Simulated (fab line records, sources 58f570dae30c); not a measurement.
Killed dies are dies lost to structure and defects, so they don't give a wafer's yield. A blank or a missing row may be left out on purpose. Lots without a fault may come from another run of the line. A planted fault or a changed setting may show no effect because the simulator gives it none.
Problem report in the 8D (eight disciplines) form, filled by code | flow berkeley_cmos170 | the parts of the form that need people (team, actions taken, sign-off) are left out

1. THE PROBLEM
V2_POLISHED_THK at UCB170_V2_THK_MEAS_04 reads a mean of 1350.6 nm on 1 wafer of 1 lot; wafers without a fault read 1000.4 nm with a standard deviation of 1.3. That is +99 or more standard deviations from the usual mean.
First seen on wafer L829.4, day 10 10:29, on film_metro-04. The record holds 39 wafers of 13 lots with a number at this step. Rule for "out", or "out of limits": more than 4 standard deviations from the usual mean. The other wafers with a number count as sound.

2. WHAT IT IS AND WHAT IT IS NOT
question                    | is                | is not
which readings at this step | V2_POLISHED_THK   | -
which lots                  | L829              | L816, L817, L818, L819, L823, L824, L828, L831, L832, L834, L835, L838
which wafers of those lots  | L829.4            | L829.3, L829.5
read on which gauges        | film_metro-04     | film_metro-01, film_metro-02
when                        | from day 10 10:29 | up to then (26 sound wafers); but 12 sound wafers of L832, L834, L835, L838 came after

3. SUSPECTS, AND WHAT RULES EACH OUT
Counting: a tool at a process step up to the reading stays a suspect if it ran every lot that is out. Sound lots after the first of them don't rule it out here, since some wafers of a struck lot are sound.
- the gauge at UCB170_V2_THK_MEAS_04: ruled out. All the wafers that are out were read on film_metro-04, but those of them that UCB170_V2_ETCH_14 has rows for are out there too, on other tools.
- rie_diel-02 at UCB170_V1_ETCH_14 (etches SiO2 in CHF3/CF4/Ar, stops on Al, target depth 1250 nm, time 291 s): kept. It ran the lot that is out, L829 (day 10 05:58); its last sound lot up to then is L824 (day 8 19:12).
- plasma_asher-04 at UCB170_V1_STRIP_15 (strips in O2): kept. It ran the lot that is out, L829 (day 10 06:11); its last sound lot up to then is L819 (day 8 01:07).
- cmp-01 at UCB170_V2_CMP_02 (polishes SiO2): kept. It ran the lot that is out, L829 (day 10 10:05); its last sound lot up to then is L824 (day 8 22:34).
- Within plasma_asher-04 at UCB170_V1_STRIP_15: the wafers that are out ran in chamber 0; their sound lot-mates ran in chamber 1.
- Within cmp-01 at UCB170_V2_CMP_02: the wafers that are out ran in chamber 2; their sound lot-mates ran in chambers 1, 3.
Left after counting: rie_diel-02 at UCB170_V1_ETCH_14, plasma_asher-04 at UCB170_V1_STRIP_15, cmp-01 at UCB170_V2_CMP_02.

4. THE CAUSE (what the simulator had put in)
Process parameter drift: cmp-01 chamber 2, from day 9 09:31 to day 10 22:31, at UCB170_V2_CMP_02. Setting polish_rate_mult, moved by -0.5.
Counting left 3 suspects, and this tool is among them.

5. THE CHAIN OF EFFECTS, in route order
Each row: a reading whose mean over the struck wafers that have a number lies more than 3 standard deviations from the usual. Only readings for which the record gives a usual standard deviation are gone through. hours: the time from each lot's start at the first step in this table that gives one to its start at this step, as a median over the lots. sigmas: the change in usual standard deviations.
hours | step                  | reading         | usual      | on struck wafers | change | sigmas
0     | UCB170_V2_THK_MEAS_04 | V2_POLISHED_THK | 1000.4 nm  | 1350.6           | +350.2 | +99 or more
2     | UCB170_V2_ETCH_14     | oes_product_au  | 0.877 a.u. | 1.041            | +0.164 | +12
The process steps in it:
- UCB170_V2_ETCH_14: etches SiO2 in CHF3/CF4/Ar, stops on Al, target depth 1250 nm, time 291 s.

6. WHAT WOULD HAVE CAUGHT IT SOONER
In this record the first reading out of limits at a measuring or inspecting step was taken at day 10 10:29, 25 hours after the fault began at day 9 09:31.
Of the tool readings at UCB170_V2_CMP_02 for which the record gives a usual standard deviation, none was out on any struck wafer, so an alarm limit of 4 standard deviations on them would not have fired.
All the lots that are out (1) had begun UCB170_V2_CMP_02 on cmp-01 by day 10 10:29. A hold on the tool at that time would have spared none of them.
